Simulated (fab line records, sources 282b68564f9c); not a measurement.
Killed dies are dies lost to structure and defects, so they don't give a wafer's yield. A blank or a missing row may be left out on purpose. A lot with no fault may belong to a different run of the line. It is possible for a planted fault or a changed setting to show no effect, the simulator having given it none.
fab line records -- flow rit-cmos
[record] lots = 6, wafers = 18, last-day = 6
route steps=202 shown ACTIVE@1 FOX1@20 FOX2@23 M1@202
lots untouched by any fault: they come from a run of this same line in which no faults occurred
start-h: start of the lot's first displayed wafer, in hours after the record's first day -- wait-h: hours elapsed since this lot's preceding step -- " unchanged from the row above -- L1.1+2: a row that stands for several wafers -- - either no value or no given start -- * or withheld: withheld -- < > ~ a bound
route shown NAME@n: names a module that has steps shown in the file, with the first one's number in the route -- usual: mean and standard deviation over wafers with no fault -- same: alike in all rows -- chamber/n: place in a boat -- sites: each site's reading -- _std_site: the standard deviation of these -- _edge_site: the outer-site mean with the inner-site mean subtracted -- radius-mm: for every site, how far away it sits from the centre of the wafer -- mask NAME#n: copy n -- behind: the tool/chamber that last shaped the wafer -- hold: reason for holding the lot/hours on hold/outcome of the hold -- device: which transistor (n, p or np) failed to switch -- end of line: at the end of the route, the tests of the same wafers -- where a step has no rows: the recipe by itself -- killed: at the first sort, the dies lost to defects and structure; wafer yield is something else -- map: the dies of a wafer, with x for killed, . for not killed, _ for no die there
set.NAME: setting as actually run; set.NAME@STEP: the setting as run at that earlier step -- model.NAME: the simulator's own value behind a step, which no gauge read
lots at some steps of the route; a table a step, a row a wafer
services: the hour from which a tool's chamber was out of use, counted from the record's first day as start-h (under 0 if before that day), plus the number of hours and why
[[steps]]
[step RIT_ACTIVE_BOW_MEAS_00]
[recipe] mode = bow
[usual] INCOMING_BOW = -1/6.1
lot.wafer,tool,chamber,start-h,wait-h,INCOMING_BOW[um]
L952.3,film-metro-02,-,30.04,-,-7
L952.4,film-metro-02,-,30.04,-,4
L952.5,film-metro-02,-,30.04,-,-4
L963.3,film-metro-02,-,85.04,-,8
L963.4,film-metro-02,-,85.04,-,-9
L963.5,film-metro-02,-,85.04,-,-5
L964.1,film-metro-02,-,90.00,-,-3
L964.3,film-metro-02,-,90.00,-,2
L964.6,film-metro-02,-,90.00,-,-3
L965.2,film-metro-02,-,95.02,-,-5
L965.3,film-metro-02,-,95.02,-,0
L965.5,film-metro-02,-,95.02,-,5
L966.2,film-metro-01,-,100.02,-,9
L966.4,film-metro-01,-,100.02,-,-8
L966.6,film-metro-01,-,100.02,-,1
L967.2,film-metro-02,-,105.02,-,-5
L967.3,film-metro-02,-,105.02,-,-3
L967.5,film-metro-02,-,105.02,-,-9
[step RIT_ACTIVE_OXIDATION_01]
[recipe] temp-c = 1000, ambient = O2, target-thk-a = 468, ox-time-s = 3360
[usual] spike-tc-centre-C = 1002.3/0.96, zone-power-load-pct = 32.3/0.32
lot.wafer,tool,chamber,start-h,wait-h,spike-tc-centre-C,zone-power-load-pct,model.SiO2_of_ACTIVE_OXIDATION_01.thk-nm
L952.3,furnace-01,0,31.16,1.1,1002.6,32.6,48.3
L952.4,furnace-01,0,31.16,1.1,1001.2,32.1,48.26
L952.5,furnace-01,0,31.16,1.1,999.5,32.6,47.89
L963.3,furnace-03,0,85.12,0.1,1002.1,31.9,48.33
L963.4,furnace-03,0,85.12,0.1,1002.8,32.1,48.19
L963.5,furnace-03,0,85.12,0.1,1001.0,31.7,48.51
L964.1,furnace-04,0,90.91,0.9,1002.9,32.4,45.08
L964.3,furnace-04,0,90.91,0.9,1003.3,32.5,45.92
L964.6,furnace-04,0,90.91,0.9,1002.8,32.3,45.65
L965.2,furnace-03,0,95.61,0.6,1003.4,32.4,52.7
L965.3,furnace-03,0,95.61,0.6,1002.7,32.2,52.18
L965.5,furnace-03,0,95.61,0.6,1003.8,32.2,53.49
L966.2,furnace-01,0,100.12,0.1,1001.5,32.8,46.94
L966.4,furnace-01,0,100.12,0.1,1001.1,32.3,47.26
L966.6,furnace-01,0,100.12,0.1,1002.5,32.4,47.58
L967.2,furnace-03,0,105.43,0.4,1000.5,31.4,52.61
L967.3,furnace-03,0,105.43,0.4,1002.9,31.8,52.48
L967.5,furnace-03,0,105.43,0.4,1002.5,32.3,52.19
[step RIT_ACTIVE_THK_MEAS_02]
[recipe] reads = SiO2_of_ACTIVE_OXIDATION_01
[usual] ACTIVE_OXIDE_THK = 46.9/0.9
lot.wafer,tool,chamber,start-h,wait-h,ACTIVE_OXIDE_THK[nm]
L952.3,film-metro-02,-,33.12,0.0,48.3
L952.4,film-metro-02,-,33.12,0.0,48.2
L952.5,film-metro-02,-,33.12,0.0,47.9
L963.3,film-metro-02,-,87.07,0.0,48.3
L963.4,film-metro-02,-,87.07,0.0,48.1
L963.5,film-metro-02,-,87.07,0.0,48.5
L964.1,film-metro-02,-,92.84,0.0,45.1
L964.3,film-metro-02,-,92.84,0.0,45.9
L964.6,film-metro-02,-,92.84,0.0,45.6
L965.2,film-metro-01,-,97.55,0.0,52.6
L965.3,film-metro-01,-,97.55,0.0,52.1
L965.5,film-metro-01,-,97.55,0.0,53.5
L966.2,film-metro-01,-,102.06,0.0,47.0
L966.4,film-metro-01,-,102.06,0.0,47.3
L966.6,film-metro-01,-,102.06,0.0,47.6
L967.2,film-metro-02,-,107.37,0.0,52.6
L967.3,film-metro-02,-,107.37,0.0,52.4
L967.5,film-metro-02,-,107.37,0.0,52.2
[step RIT_ACTIVE_CVD_03]
[recipe] material = Si3N4, target-thk-nm = 150, temp-c = 810, precursor = SiH2Cl2/NH3, time-s = 1500, pressure-mtorr = 300, sih2cl2-flow-sccm = 60, nh3-flow-sccm = 150
[step RIT_ACTIVE_THK_MEAS_04]
[recipe] reads = Si3N4_of_ACTIVE_CVD_03
[usual] ACTIVE_NITRIDE_THK = 150.1/1.4
lot.wafer,tool,chamber,start-h,wait-h,ACTIVE_NITRIDE_THK[nm]
L952.3,film-metro-01,-,34.59,0.0,151.1
L952.4,film-metro-01,-,34.59,0.0,151.0
L952.5,film-metro-01,-,34.59,0.0,150.6
L963.3,film-metro-02,-,89.76,0.0,151.3
L963.4,film-metro-02,-,89.76,0.0,151.6
L963.5,film-metro-02,-,89.76,0.0,151.8
L964.1,film-metro-01,-,94.32,0.0,149.9
L964.3,film-metro-01,-,94.32,0.0,149.3
L964.6,film-metro-01,-,94.32,0.0,149.3
L965.2,film-metro-02,-,99.03,0.0,153.8
L965.3,film-metro-02,-,99.03,0.0,152.0
L965.5,film-metro-02,-,99.03,0.0,152.4
L966.2,film-metro-02,-,103.54,0.0,152.5
L966.4,film-metro-02,-,103.54,0.0,150.1
L966.6,film-metro-02,-,103.54,0.0,151.1
L967.2,film-metro-01,-,108.85,0.0,150.2
L967.3,film-metro-01,-,108.85,0.0,148.2
L967.5,film-metro-01,-,108.85,0.0,150.0
[step RIT_ACTIVE_HMDS_05]
[recipe] prime-time-s = 60, prime-temp-c = 140
[step RIT_ACTIVE_COAT_06]
[recipe] resist = NOVOLAK, spin-rpm = 3250, resist-thk-nm = 1000
[step RIT_ACTIVE_SOFTBAKE_07]
[recipe] resist = NOVOLAK, temp-c = 90, time-s = 60
[step RIT_ACTIVE_EXPOSE_08]
[recipe] mask-id = M1, na = 0.6, source-shape = conventional, sigma-outer = 0.6, target-cd-nm = 1400, dose-mj = 225
[step RIT_ACTIVE_PEB_09]
[recipe] resist = NOVOLAK, temp-c = withheld, time-s = withheld
[step RIT_ACTIVE_DEVELOP_10]
[recipe] resist = NOVOLAK, develop-time-s = 50, dev-temp-c = 23
[step RIT_ACTIVE_CD_MEAS_11]
[recipe] target-cd-nm = 1400
[usual] cd-nm = 1400.1/1.5
lot.wafer,tool,chamber,start-h,wait-h,cd-nm
L952.3,cd-sem-01,-,35.76,-,1398.5
L952.4,cd-sem-01,-,35.76,-,1399.9
L952.5,cd-sem-01,-,35.76,-,1398.4
L963.3,cd-sem-02,-,90.81,-,1401.6
L963.4,cd-sem-02,-,90.81,-,1401.2
L963.5,cd-sem-02,-,90.81,-,1402.9
L964.1,cd-sem-01,-,95.24,-,1399.4
L964.3,cd-sem-01,-,95.24,-,1398.0
L964.6,cd-sem-01,-,95.24,-,1397.3
L965.2,cd-sem-02,-,100.08,-,1398.4
L965.3,cd-sem-02,-,100.08,-,1398.9
L965.5,cd-sem-02,-,100.08,-,1398.3
L966.2,cd-sem-02,-,104.58,-,1400.6
L966.4,cd-sem-02,-,104.58,-,1399.4
L966.6,cd-sem-02,-,104.58,-,1400.5
L967.2,cd-sem-01,-,109.89,-,1400.2
L967.3,cd-sem-01,-,109.89,-,1398.2
L967.5,cd-sem-01,-,109.89,-,1398.8
[step RIT_ACTIVE_HARDBAKE_12]
[recipe] resist = NOVOLAK, temp-c = 140, time-s = 60
[step RIT_ACTIVE_ETCH_13]
[recipe] stop-on = SiO2, chemistry = SF6, target = Si3N4, time-s = 210, over-etch-frac = 0.4, SF6_flow_sccm = 200, pressure-mtorr = 260, rf-w = 125, target-depth-a = 2100
[usual] drypump-motor-current-A = 5.7/0.35, oes-product-au = 0.825/0.012, throttle-valve-pct = 7.46/0.12
lot.wafer,tool,chamber,start-h,wait-h,drypump-motor-current-A,oes-product-au,rf-hours-counter-h,throttle-valve-pct
L952.3,rie-diel-03,1,35.99,0.1,5.9,0.834,2,7.50
L952.4,rie-diel-03,2,35.99,0.1,5.6,0.835,0,7.24
L952.5,rie-diel-03,0,35.99,0.1,5.7,0.827,-,7.36
L963.3,rie-diel-03,1,91.04,0.1,5.9,0.833,3,7.48
L963.4,rie-diel-03,3,91.04,0.1,6.5,0.815,7,7.34
L963.5,rie-diel-03,0,91.04,0.1,5.7,0.819,-,7.38
L964.1,rie-diel-03,1,95.51,0.1,5.9,0.825,3,7.50
L964.3,rie-diel-03,2,95.51,0.1,5.6,0.826,1,7.23
L964.6,rie-diel-03,3,95.51,0.1,6.6,0.807,-,7.36
L965.2,rie-diel-01,0,100.33,0.1,5.8,0.840,6,7.44
L965.3,rie-diel-01,2,100.33,0.1,5.5,0.850,146,7.50
L965.5,rie-diel-01,2,100.33,0.1,5.6,0.856,-,7.49
L966.2,rie-diel-02,3,104.83,0.1,5.8,0.836,101,7.65
L966.4,rie-diel-02,2,104.83,0.1,5.3,0.814,-,7.50
L966.6,rie-diel-02,1,104.83,0.1,5.4,0.842,-,7.56
L967.2,rie-diel-02,1,110.14,0.1,5.3,0.837,13,7.55
L967.3,rie-diel-02,2,110.14,0.1,5.3,0.799,110,7.48
L967.5,rie-diel-02,2,110.14,0.1,5.3,0.811,-,7.49
[step RIT_ACTIVE_STRIP_14]
[recipe] chemistry = O2, time-s = 180, resist = NOVOLAK, platen-temp-c = withheld, power-w = 500, pressure-mtorr = 4000, o2-flow-sccm = 4000
[usual] drypump-motor-current-A = 5.6/0.47
lot.wafer,tool,chamber,start-h,wait-h,drypump-motor-current-A,rf-hours-counter-h
L952.3,plasma-asher-04,0,36.19,0.1,6.3,-
L952.4,plasma-asher-04,1,36.19,0.1,5.7,-
L952.5,plasma-asher-04,0,36.19,0.1,6.3,-
L963.3,plasma-asher-04,0,91.24,0.1,6.3,-
L963.4,plasma-asher-04,1,91.24,0.1,5.6,-
L963.5,plasma-asher-04,1,91.24,0.1,5.7,-
L964.1,plasma-asher-04,1,95.64,0.1,5.7,46
L964.3,plasma-asher-04,0,95.64,0.1,6.4,-
L964.6,plasma-asher-04,0,95.64,0.1,6.3,-
L965.2,plasma-asher-01,0,100.46,0.1,5.8,31
L965.3,plasma-asher-01,1,100.46,0.1,5.3,-
L965.5,plasma-asher-01,1,100.46,0.1,5.4,-
L966.2,plasma-asher-03,0,104.97,0.1,4.8,46
L966.4,plasma-asher-03,1,104.97,0.1,5.4,-
L966.6,plasma-asher-03,1,104.97,0.1,5.3,-
L967.2,plasma-asher-01,0,110.28,0.1,5.8,32
L967.3,plasma-asher-01,1,110.28,0.1,5.4,-
L967.5,plasma-asher-01,0,110.28,0.1,5.8,-
[step RIT_ACTIVE_CD_MEAS_90]
[recipe] target-cd-nm = 1400
[usual] cd-nm = 1400.2/1.5
lot.wafer,tool,chamber,start-h,wait-h,cd-nm
L952.3,cd-sem-01,-,36.44,0.2,1398.3
L952.4,cd-sem-01,-,36.44,0.2,1400.4
L952.5,cd-sem-01,-,36.44,0.2,1398.1
L963.3,cd-sem-01,-,91.39,0.1,1402.1
L963.4,cd-sem-01,-,91.39,0.1,1401.4
L963.5,cd-sem-01,-,91.39,0.1,1402.7
L964.1,cd-sem-02,-,95.82,0.1,1399.4
L964.3,cd-sem-02,-,95.82,0.1,1398.7
L964.6,cd-sem-02,-,95.82,0.1,1397.5
L965.2,cd-sem-02,-,100.65,0.1,1398.3
L965.3,cd-sem-02,-,100.65,0.1,1398.9
L965.5,cd-sem-02,-,100.65,0.1,1398.4
L966.2,cd-sem-01,-,105.16,0.1,1400.8
L966.4,cd-sem-01,-,105.16,0.1,1399.5
L966.6,cd-sem-01,-,105.16,0.1,1400.0
L967.2,cd-sem-01,-,110.47,0.1,1399.9
L967.3,cd-sem-01,-,110.47,0.1,1398.4
L967.5,cd-sem-01,-,110.47,0.1,1398.4
[step RIT_ACTIVE_CLEAN_15]
[recipe] chemistry = SC1, mix = 3:3:50, time-s = 600, temp-c = 75
[step RIT_ACTIVE_CLEAN_16]
[recipe] chemistry = dHF, dilution = 50:1, time-s = 30
[step RIT_ACTIVE_CLEAN_17]
[recipe] chemistry = SC2, mix = 3:3:50, time-s = 600, temp-c = 75, dry = n2-spin
[step RIT_FOX1_OXIDATION_00]
[recipe] temp-c = 1100, ambient = H2O, target-thk-a = 3507, p-h2o-torr = 720, ox-time-s = 1130
[step RIT_FOX1_THK_MEAS_01]
[recipe] reads = SiO2_of_FOX1_OXIDATION_00
[usual] FOX1_OXIDE_THK = 351/6.4
lot.wafer,tool,chamber,start-h,wait-h,FOX1_OXIDE_THK[nm]
L952.3,film-metro-02,-,41.42,0.0,350
L952.4,film-metro-02,-,41.42,0.0,345
L952.5,film-metro-02,-,41.42,0.0,344
L963.3,film-metro-04,-,94.42,0.0,353
L963.4,film-metro-04,-,94.42,0.0,355
L963.5,film-metro-04,-,94.42,0.0,350
L964.1,film-metro-04,-,98.40,0.0,343
L964.3,film-metro-04,-,98.40,0.0,340
L964.6,film-metro-04,-,98.40,0.0,338
L965.2,film-metro-04,-,102.49,0.0,358
L965.3,film-metro-04,-,102.49,0.0,356
L965.5,film-metro-04,-,102.49,0.0,354
L966.2,film-metro-04,-,107.68,0.0,355
L966.4,film-metro-04,-,107.68,0.0,357
L966.6,film-metro-04,-,107.68,0.0,352
L967.2,film-metro-02,-,113.60,0.0,344
L967.3,film-metro-02,-,113.60,0.0,351
L967.5,film-metro-02,-,113.60,0.0,348
[step RIT_FOX1_WET_ETCH_02]
[recipe] chemistry = BOE, target-depth-nm = 350, time-s = 390, temp-c = 21.5, dry = n2-spin, dilution = 10:1, target = SiO2
[step RIT_FOX2_OXIDATION_00]
[recipe] temp-c = 1100, ambient = H2O, target-thk-a = 3507, p-h2o-torr = 720, ox-time-s = 1130
[step RIT_FOX2_THK_MEAS_01]
[recipe] reads = SiO2_of_FOX2_OXIDATION_00
[usual] FOX2_OXIDE_THK = 350/6.5
lot.wafer,tool,chamber,start-h,wait-h,FOX2_OXIDE_THK[nm]
L952.3,film-metro-03,-,42.99,0.0,350
L952.4,film-metro-03,-,42.99,0.0,350
L952.5,film-metro-03,-,42.99,0.0,349
L963.3,film-metro-04,-,96.03,0.0,355
L963.4,film-metro-04,-,96.03,0.0,357
L963.5,film-metro-04,-,96.03,0.0,351
L964.1,film-metro-04,-,99.89,0.0,349
L964.3,film-metro-04,-,99.89,0.0,353
L964.6,film-metro-04,-,99.89,0.0,354
L965.2,film-metro-04,-,103.98,0.0,342
L965.3,film-metro-04,-,103.98,0.0,341
L965.5,film-metro-04,-,103.98,0.0,342
L966.2,film-metro-03,-,109.17,0.0,350
L966.4,film-metro-03,-,109.17,0.0,353
L966.6,film-metro-03,-,109.17,0.0,355
L967.2,film-metro-04,-,115.17,0.0,357
L967.3,film-metro-04,-,115.17,0.0,353
L967.5,film-metro-04,-,115.17,0.0,361
[step RIT_FOX2_CLEAN_02]
[recipe] chemistry = dHF, dilution = 50:1, time-s = 180
[step RIT_FOX2_WET_ETCH_03]
[recipe] chemistry = H3PO4, target = Si3N4, target-depth-nm = 195, temp-c = 165, time-s = 2700
lot.wafer,tool,chamber,start-h,wait-h,model.SiO2_of_ACTIVE_OXIDATION_01.thk-nm
L952.3,wet-bench-02,3,43.09,0.0,42.97
L952.4,wet-bench-02,3,43.09,0.0,42.93
L952.5,wet-bench-02,3,43.09,0.0,42.59
L963.3,wet-bench-02,1,96.13,0.0,42.98
L963.4,wet-bench-02,1,96.13,0.0,42.84
L963.5,wet-bench-02,1,96.13,0.0,43.15
L964.1,wet-bench-04,0,100.01,0.0,40.2
L964.3,wet-bench-04,0,100.01,0.0,40.93
L964.6,wet-bench-04,0,100.01,0.0,40.75
L965.2,wet-bench-02,1,104.08,0.0,46.82
L965.3,wet-bench-02,1,104.08,0.0,46.36
L965.5,wet-bench-02,1,104.08,0.0,47.49
L966.2,wet-bench-02,3,109.28,0.0,41.91
L966.4,wet-bench-02,3,109.28,0.0,40.39
L966.6,wet-bench-02,3,109.28,0.0,42.51
L967.2,wet-bench-02,3,115.28,0.0,46.68
L967.3,wet-bench-02,3,115.28,0.0,44.77
L967.5,wet-bench-02,3,115.28,0.0,44.52
[step RIT_FOX2_THK_MEAS_90]
[recipe] reads = SiO2_of_FOX2_OXIDATION_00
[usual] FIELD_OXIDE_LEFT_1_THK = 323/6.5
lot.wafer,tool,chamber,start-h,wait-h,FIELD_OXIDE_LEFT_1_THK[nm]
L952.3,film-metro-01,-,43.87,0.0,322
L952.4,film-metro-01,-,43.87,0.0,322
L952.5,film-metro-01,-,43.87,0.0,322
L963.3,film-metro-04,-,97.67,0.0,328
L963.4,film-metro-04,-,97.67,0.0,330
L963.5,film-metro-04,-,97.67,0.0,324
L964.1,film-metro-03,-,100.77,0.0,322
L964.3,film-metro-03,-,100.77,0.0,326
L964.6,film-metro-03,-,100.77,0.0,327
L965.2,film-metro-01,-,104.85,0.0,315
L965.3,film-metro-01,-,104.85,0.0,314
L965.5,film-metro-01,-,104.85,0.0,315
L966.2,film-metro-04,-,110.05,0.0,322
L966.4,film-metro-04,-,110.05,0.0,326
L966.6,film-metro-04,-,110.05,0.0,328
L967.2,film-metro-01,-,116.05,0.0,330
L967.3,film-metro-01,-,116.05,0.0,325
L967.5,film-metro-01,-,116.05,0.0,333
[step RIT_M1_PROBE_99]
[usual] killed-at-contacts = 0.1/0.31, killed-at-front-end = 6.3/2.7, killed-dies = 6.4/2.7, killed-open = 3.3/2, killed-short = 3/1.8
[same] gross-dies = 264, killed_at_M0_to_M3 = 0, killed_at_M4_up = 0, killed-at-back-side = 0, killed-at-other = 0
lot.wafer,tool,chamber,start-h,wait-h,killed-at-contacts,killed-at-front-end,killed-dies,killed-open,killed-short,model.etest.pldd.width-nm,model.etest.nldd.width-nm,model.etest.nplus-sal.width-nm,model.etest.pplus-sal.width-nm,model.etest.nmos-narrow.drive-ua-um,model.etest.pmos-narrow.drive-ua-um
L952.3,prober-01,-,84.22,0.2,0,6,6,1,5,3150,3168,3445,3424,229.8,101.8
L952.4,prober-01,-,84.27,0.2,0,11,11,8,3,3160,3166,3436,3452,229.4,103.5
L952.5,prober-01,-,84.32,0.2,0,7,7,1,6,3171,3183,3456,3446,231.8,106
L963.3,prober-01,-,138.19,0.2,0,8,8,6,2,3175,3167,3435,3462,224.7,104
L963.4,prober-01,-,138.24,0.2,1,5,6,1,5,3153,3145,3427,3433,216.4,100
L963.5,prober-01,-,138.29,0.2,0,11,11,4,7,3144,3169,3456,3465,214.9,99.26
L964.1,prober-02,-,139.75,0.1,0,6,6,4,2,3196,3218,3474,3491,220.2,100.5
L964.3,prober-02,-,139.85,0.2,0,9,9,6,3,3200,3200,3463,3457,208.3,95.1
L964.6,prober-02,-,140.00,0.2,0,7,7,4,3,3179,3209,3444,3452,215.2,97.51
L965.2,prober-01,-,144.85,0.1,0,7,7,4,3,3129,3117,3427,3418,215.3,98.47
L965.3,prober-01,-,144.90,0.2,0,7,7,4,3,3125,3136,3386,3389,213.5,96.64
L965.5,prober-01,-,145.00,0.2,0,13,13,6,6,3133,3112,3426,3412,209,94.14
L966.2,prober-02,-,150.68,0.1,0,5,5,3,2,3186,3194,3459,3459,222.1,97.55
L966.4,prober-02,-,150.78,0.2,0,6,6,2,4,3159,3149,3467,3431,227,100.4
L966.6,prober-02,-,150.88,0.2,0,6,6,3,3,3166,3181,3446,3445,222.9,96.48
L967.2,prober-01,-,155.24,0.1,0,8,8,5,3,3120,3133,3415,3437,199.3,93.45
L967.3,prober-01,-,155.29,0.2,0,7,7,5,2,3101,3113,3416,3393,197.9,91
L967.5,prober-01,-,155.39,0.2,0,9,9,2,7,3121,3102,3432,3425,199.9,91.22
// killed by level:class
L952.3 GATE:geometric-particle:short=2 SPACER:geometric-particle:short=2 REOX:geometric-particle:short=1 SPACER:geometric-particle:open=1
L952.4 SPACER:geometric-particle:open=3 GATE:geometric-particle:open=2 REOX:geometric-particle:open=2 GATE:geometric-particle:short=1 REOX:geometric-particle:short=1 SPACER:geometric-particle:short=1 SILICIDE:geometric-particle:open=1
L952.5 GATE:geometric-particle:short=3 FOX1:geometric-particle:short=1 FOX2:geometric-particle:open=1 FOX2:geometric-particle:short=1 SPACER:geometric-particle:short=1
L963.3 GATE:geometric-particle:open=3 FOX1:geometric-particle:open=1 FOX1:geometric-particle:short=1 GATE:geometric-particle:short=1 SPACER:geometric-particle:open=1 SILICIDE:geometric-particle:open=1
L963.4 GATE:geometric-particle:short=2 REOX:geometric-particle:short=1 SPACER:geometric-particle:short=1 SPACER:geometric-particle:open=1 CONTACT:geometric-particle:short=1
L963.5 GATE:geometric-particle:short=3 FOX1:geometric-particle:short=1 FOX1:geometric-particle:open=1 GATE:geometric-particle:open=1 REOX:geometric-particle:open=1 REOX:geometric-particle:short=1 SPACER:geometric-particle:short=1 SILICIDE:geometric-particle:short=1
L964.1 FOX2:geometric-particle:open=1 GATE:geometric-particle:short=1 GATE:geometric-particle:open=1 SPACER:geometric-particle:open=1 SPACER:geometric-particle:short=1 SILICIDE:geometric-particle:open=1
L964.3 GATE:geometric-particle:short=3 FOX1:geometric-particle:open=2 GATE:geometric-particle:open=2 SPACER:geometric-particle:open=1 SILICIDE:geometric-particle:open=1
L964.6 FOX1:geometric-particle:open=2 GATE:geometric-particle:open=2 FOX2:geometric-particle:short=1 GATE:geometric-particle:short=1 SILICIDE:geometric-particle:short=1
L965.2 GATE:geometric-particle:open=3 GATE:geometric-particle:short=2 FOX1:geometric-particle:short=1 REOX:geometric-particle:open=1
L965.3 SPACER:geometric-particle:open=2 SILICIDE:geometric-particle:open=2 FOX1:geometric-particle:short=1 GATE:geometric-particle:short=1 REOX:geometric-particle:short=1
L965.5 REOX:geometric-particle:short=3 REOX:geometric-particle:open=2 SILICIDE:geometric-particle:open=2 SILICIDE:geometric-particle:short=2 FOX1:geometric-particle:open=1 GATE:geometric-particle:open=1 GATE:geometric-particle:short=1 NWELL:coat-microbubble-printed=1
L966.2 FOX1:geometric-particle:short=1 GATE:geometric-particle:open=1 REOX:geometric-particle:short=1 SPACER:geometric-particle:open=1 SILICIDE:geometric-particle:open=1
L966.4 REOX:geometric-particle:short=2 FOX1:geometric-particle:open=1 GATE:geometric-particle:open=1 SPACER:geometric-particle:short=1 SILICIDE:geometric-particle:short=1
L966.6 GATE:geometric-particle:short=2 FOX1:geometric-particle:open=1 GATE:geometric-particle:open=1 REOX:geometric-particle:short=1 SILICIDE:geometric-particle:open=1
L967.2 FOX1:geometric-particle:open=2 SPACER:geometric-particle:open=2 FOX1:geometric-particle:short=1 REOX:geometric-particle:short=1 SPACER:geometric-particle:short=1 SILICIDE:geometric-particle:open=1
L967.3 GATE:geometric-particle:short=2 GATE:geometric-particle:open=2 REOX:geometric-particle:open=2 FOX1:geometric-particle:open=1
L967.5 REOX:geometric-particle:short=2 FOX1:geometric-particle:short=1 FOX1:geometric-particle:open=1 FOX2:geometric-particle:short=1 GATE:geometric-particle:short=1 GATE:geometric-particle:open=1 SPACER:geometric-particle:short=1 SILICIDE:geometric-particle:short=1
[[services]]
tool,chamber,start-h,hours,kind
furnace-04,-,9.69,3.2,pm
plasma-asher-01,-,12.92,11.9,repair
rie-diel-01,2,16.12,5.0,repair
furnace-04,-,24.22,1.5,repair
furnace-03,-,29.80,7.7,pm
rie-diel-03,2,30.35,3.8,repair
rie-diel-01,0,33.20,5.7,repair
rie-diel-01,3,39.64,14.1,repair
plasma-asher-04,-,68.49,0.4,repair
rie-diel-01,-,73.54,2.8,pm
rie-diel-02,3,92.04,2.6,repair
rie-diel-02,0,98.03,-,clean
rie-diel-02,0,98.03,22.5,scheduled-down
rie-diel-02,0,98.03,22.5,vent-cycle
[[key]]
[first-sign] step = RIT_ACTIVE_THK_MEAS_02, reading = ACTIVE_OXIDE_THK, direction = up, sigmas = 6.3, usual = 46.9, struck = 52.6
effect none on later readings
[model-effect] step = RIT_ACTIVE_OXIDATION_01, value = SiO2_of_ACTIVE_OXIDATION_01.thk-nm, without = 46.73, struck = 52.61
[model-effect] step = RIT_FOX2_WET_ETCH_03, value = SiO2_of_ACTIVE_OXIDATION_01.thk-nm, without = 40.89, struck = 46.11
[model-effect] step = RIT_M1_PROBE_99, value = etest.pldd.width-nm, without = 3184, struck = 3121
met-at RIT_ACTIVE_OXIDATION_01
struck-wafers L965.2,L965.3,L965.5,L967.2,L967.3,L967.5
tester-left-out L965,L967
onset-between 85.12 95.61
[fault] kind = process-parameter-drift, tool = furnace-03, chamber = -, onset-h = 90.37, steps = RIT_ACTIVE_OXIDATION_01, channel = ox-time-s, offset = *, shape = step, end-h = 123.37, acts-in = *, stated = *
// tester-left-out: of these lots the tester's yield and bins aren't shown, on N5 and GAA mostly nor the transistor test; their killed dies are dies lost to structure and defects alone, not to doping, threshold or leakage, so they don't give the yield
